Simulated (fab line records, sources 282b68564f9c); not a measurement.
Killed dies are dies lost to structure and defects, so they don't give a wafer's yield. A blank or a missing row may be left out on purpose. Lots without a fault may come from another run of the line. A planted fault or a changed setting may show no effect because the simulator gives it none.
fab line records | flow rit_cmos
record lots=5 wafers=27
route steps=202 shown GATE@81 CONTACT@180 M1@200
start_h: hours from the record's first day to the start of the lot's first wafer shown | wait_h: hours since the lot's step before | " the same as in the row above | L1.1+2: a row that stands for several wafers | - no value, or no start given | * or withheld: withheld | < > ~ a bound
route shown NAME@n: a module of which the file shows steps, and the number in the route of the first | usual: mean/standard deviation of fault-free wafers | same: alike in all rows | chamber/n: place in a boat | sites: the reading at each site | _std_site: their standard deviation | _edge_site: outer sites' mean less inner sites' | radius_mm: how far each site lies from the wafer's centre | mask NAME#n: copy n | behind: the tool/chamber that last shaped the wafer | hold: why the lot was held/for how many hours/how that ended | device: the transistor (n, p or np) that didn't switch | end of line: the same wafers' tests at the end of the route | a step without rows: its recipe alone | killed: dies lost to structure and defects at the first sort, not the wafer's yield | map: a wafer's dies, x killed, . not, _ none there
set.NAME: the setting as run; set.NAME@STEP: as run at that earlier step | model.NAME: the simulator's own value behind a step, which no gauge read
lots whose settings were changed on purpose; a table a step, a row a wafer
## steps
# step RIT_GATE_OXIDATION_05
# recipe temp_c=900 ambient=O2 target_thk_a=30 ox_time_s=270
# columns lot.wafer tool chamber start_h wait_h set.ox_time_s model.SiO2_of_GATE_OXIDATION_05.thk_nm
L075.1 - - - 0.9 416.7 4.203
L075.2 " - " " 416.7 4.145
L075.3 " - " " 416.7 4.143
L075.4 " - " " 416.7 4.15
L075.5 " - " " 416.7 4.153
L075.6 " - " " 416.7 4.138
L076.1 furnace-03 0 42.15 0.6 270 3.007
L076.3 " 0 " " 270 3.004
L076.5 " 0 " " 270 3.04
L078.1 - - - 0.1 189.6 2.37
L078.2 " - " " 189.6 2.39
L078.3+5 " - " " 189.6 2.34
L078.4 " - " " 189.6 2.357
L078.6 " - " " 189.6 2.306
L079.1 - - - 1.9 270 3.041
L079.2 " - " " 270 3.042
L079.3 " - " " 270 3.059
L079.4 " - " " 270 3.043
L079.5 " - " " 270 3.04
L079.6 " - " " 270 3.014
L080.1 - - - 0.1 134.8 1.692
L080.2 " - " " 134.8 1.709
L080.3 " - " " 134.8 1.698
L080.4 " - " " 134.8 1.651
L080.5 " - " " 134.8 1.73
L080.6 " - " " 134.8 1.677
# step RIT_GATE_ANNEAL_06
# recipe temp_c=900 time_s=600 ambient=N2O
# step RIT_GATE_THK_MEAS_07
# recipe reads=SiO2_of_GATE_OXIDATION_05
# usual GATE_OXIDE_THK=3.02/0.068
# columns lot.wafer tool chamber start_h wait_h set.ox_time_s@GATE_OXIDATION_05 GATE_OXIDE_THK[nm]
L075.1 film_metro-03 - 40.11 0.0 416.7 4.23
L075.2 " - " " 416.7 4.18
L075.3 " - " " 416.7 4.15
L075.4 " - " " 416.7 4.17
L075.5 " - " " 416.7 4.15
L075.6 " - " " 416.7 4.16
L076.1 film_metro-03 - 43.48 0.0 270 3.02
L076.3 " - " " 270 3.05
L076.5 " - " " 270 3.02
L078.1 film_metro-02 - 54.37 0.0 189.6 2.39
L078.2 " - " " 189.6 2.46
L078.3 " - " " 189.6 2.33
L078.4 " - " " 189.6 2.32
L078.5 " - " " 189.6 2.35
L078.6 " - " " 189.6 2.32
L079.1 film_metro-02 - 63.16 0.0 270 3.05
L079.2 " - " " 270 3.05
L079.3 " - " " 270 3.05
L079.4 " - " " 270 3.07
L079.5 " - " " 270 3.06
L079.6 " - " " 270 3.03
L080.1 film_metro-02 - 65.21 0.0 134.8 1.67
L080.2 " - " " 134.8 1.68
L080.3 " - " " 134.8 1.72
L080.4 " - " " 134.8 1.63
L080.5 " - " " 134.8 1.68
L080.6 " - " " 134.8 1.63
# step RIT_GATE_ETCH_19
# recipe chemistry=SF6/CHF3/O2 time_s=165 SF6_flow_sccm=30 CHF3_flow_sccm=30 O2_flow_sccm=5 target=poly-Si pressure_mtorr=40 rf_w=160 target_depth_a=3125 over_etch_frac=0.25 stop_on=SiO2
# columns lot.wafer tool chamber start_h wait_h set.time_s model.etch.depth_nm model.GATE.feature_depth_nm model.NOVOLAK_of_GATE_COAT_11.thk_nm
L075.1 rie_si-01 2 43.24 0.1 218.2 249 249 639
L075.2 " 1 " " 165 251 251 675.7
L075.3 " 0 " " 165 249.8 249.8 671.3
L075.4 " 3 " " 218.2 249.8 249.8 643.9
L075.5 " 0 " " 165 251.9 251.9 672.7
L075.6 " 1 " " 218.2 251 251 647.7
L076.1 rie_si-02 3 46.37 0.1 165 255 255 677.9
L076.3 " 0 " " 165 252.7 252.7 678.5
L076.5 " 2 " " 165 251.1 251.1 672.3
L078.1 rie_si-02 3 57.39 0.1 90.56 163.1 163.1 709.1
L078.2 " 0 " " 165 250.4 250.4 674.6
L078.3 " 1 " " 90.56 179.7 179.7 705.5
L078.4 " 2 " " 165 249.4 249.4 671
L078.5 " 2 " " 90.56 175.2 175.2 707.4
L078.6 " 1 " " 165 249 249 663
L079.1 rie_si-01 2 66.05 0.1 165 251 251 661.6
L079.2 " 1 " " 165 250.6 250.6 667.4
L079.3 " 0 " " 123.5 229 229 687.8
L079.4 " 3 " " 123.5 228.1 228.1 688.5
L079.5 " 1 " " 123.5 224.9 225 688.8
L079.6 " 2 " " 165 250.2 250.2 661.9
L080.1 rie_si-02 0 68.23 0.1 165 252.6 252.6 674.4
L080.2 " 3 " " 165 252.4 252.4 671.9
L080.3 " 2 " " 165 254.8 254.8 663.8
L080.4 " 1 " " 165 253.1 253.1 662
L080.5 " 1 " " 165 250.7 250.7 662.7
L080.6 " 2 " " 165 251.4 251.4 666.8
# step RIT_CONTACT_STRIP_12
# recipe chemistry=O2 time_s=180 resist=NOVOLAK platen_temp_c=withheld power_w=500 pressure_mtorr=4000 o2_flow_sccm=4000
# columns lot.wafer tool chamber start_h wait_h set.time_s
L075.1+5+6 plasma_asher-02 1,0,1 58.24 0.1 244.2
L075.2+3+4 " 0,0,1 " " 180
L076.1+3+5 plasma_asher-02 1 62.07 0.1 180
L078.1+2+6 plasma_asher-03 0,1,1 72.65 0.1 180
L078.3+4+5 " 1,0,0 " " 92.02
L079.1+2+3+4+5+6 plasma_asher-01 0,1,0,1,1,0 83.17 0.1 180
L080.1+2+5 plasma_asher-03 0,1,0 85.03 0.1 126.8
L080.3+4+6 " 0,1,1 " " 180
# step RIT_CONTACT_CLEAN_13
# recipe chemistry=SC1 mix=3:3:50 time_s=600 temp_c=75
# step RIT_M1_ANNEAL_15
# recipe temp_c=450 time_s=1800 ambient=forming_gas_H2N2
# step RIT_M1_PROBE_99
# columns lot.wafer tool chamber start_h wait_h set.ox_time_s@GATE_OXIDATION_05 model.etest.pmos_0p3.r_on_ohm_um model.etest.pmos_turned.r_on_ohm_um model.etest.nmos_0p3.r_on_ohm_um model.etest.pmos_0p15.r_on_ohm_um
L075.1 prober-02 - 63.44 0.1 416.7 8391 3986 2748 3223
L075.2 prober-02 - 63.49 0.1 416.7 8528 4283 2773 3463
L075.3 prober-02 - 63.54 0.2 416.7 8566 4352 2777 3505
L075.4 prober-02 - 63.59 0.2 416.7 8412 4099 2727 3337
L075.5 prober-02 - 63.64 0.2 416.7 8552 4274 2761 3410
L075.6 prober-02 - 63.69 0.2 416.7 8512 4358 2791 3465
L076.1 prober-01 - 68.34 0.1 270 6257 3489 2152 2765
L076.3 prober-01 - 68.44 0.2 270 6201 3400 2123 2732
L076.5 prober-01 - 68.54 0.2 270 6330 3434 2159 2765
L078.1+3+5 prober-02 - 78.67 0.1 189.6 - - - -
L079.1 prober-01 - 88.11 0.1 270 6378 3444 2173 2815
L079.2 prober-01 - 88.16 0.1 270 6382 3468 2198 2811
L079.3+4+5 prober-01 - 88.21 0.2 270 - - - -
L079.6 prober-01 - 88.36 0.2 270 6409 3563 2210 2881
# killed by level:class
L076.1 FOX1:geometric_particle:short=1 FOX2:geometric_particle:open=1 GATE:geometric_particle:short=1 REOX:geometric_particle:short=1 SPACER:geometric_particle:short=1 NSD:coat_microbubble_printed=1
L076.3 REOX:geometric_particle:open=2 SPACER:geometric_particle:short=1
L076.5 GATE:geometric_particle:short=2 FOX1:geometric_particle:open=1 FOX2:geometric_particle:short=1 GATE:geometric_particle:open=1 SPACER:geometric_particle:open=1
## key
split step=RIT_GATE_OXIDATION_05 setting=ox_time_s stated=270 by=lot
response step=RIT_GATE_OXIDATION_05 reading=model.SiO2_of_GATE_OXIDATION_05.thk_nm change=+0.0231 per=1% r=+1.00
response step=RIT_GATE_THK_MEAS_07 reading=GATE_OXIDE_THK change=+0.0234 per=1% r=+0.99
response step=RIT_M1_PROBE_99 reading=model.etest.pmos_0p3.r_on_ohm_um change=+39.9 per=1% r=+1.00
response step=RIT_M1_PROBE_99 reading=model.etest.pmos_turned.r_on_ohm_um change=+14 per=1% r=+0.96
response step=RIT_M1_PROBE_99 reading=model.etest.nmos_0p3.r_on_ohm_um change=+10.9 per=1% r=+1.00
response step=RIT_M1_PROBE_99 reading=model.etest.pmos_0p15.r_on_ohm_um change=+11.1 per=1% r=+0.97
split step=RIT_GATE_ETCH_19 setting=time_s stated=165 by=wafer
response step=RIT_GATE_ETCH_19 reading=model.etch.depth_nm shape=bent at_lowest=172.7 at_stated=251.5 at_highest=249.9
response step=RIT_GATE_ETCH_19 reading=model.GATE.feature_depth_nm shape=bent at_lowest=172.7 at_stated=251.5 at_highest=249.9
response step=RIT_GATE_ETCH_19 reading=model.NOVOLAK_of_GATE_COAT_11.thk_nm change=-0.886 per=1% r=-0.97
split step=RIT_CONTACT_STRIP_12 setting=time_s stated=180 by=wafer
response none clear
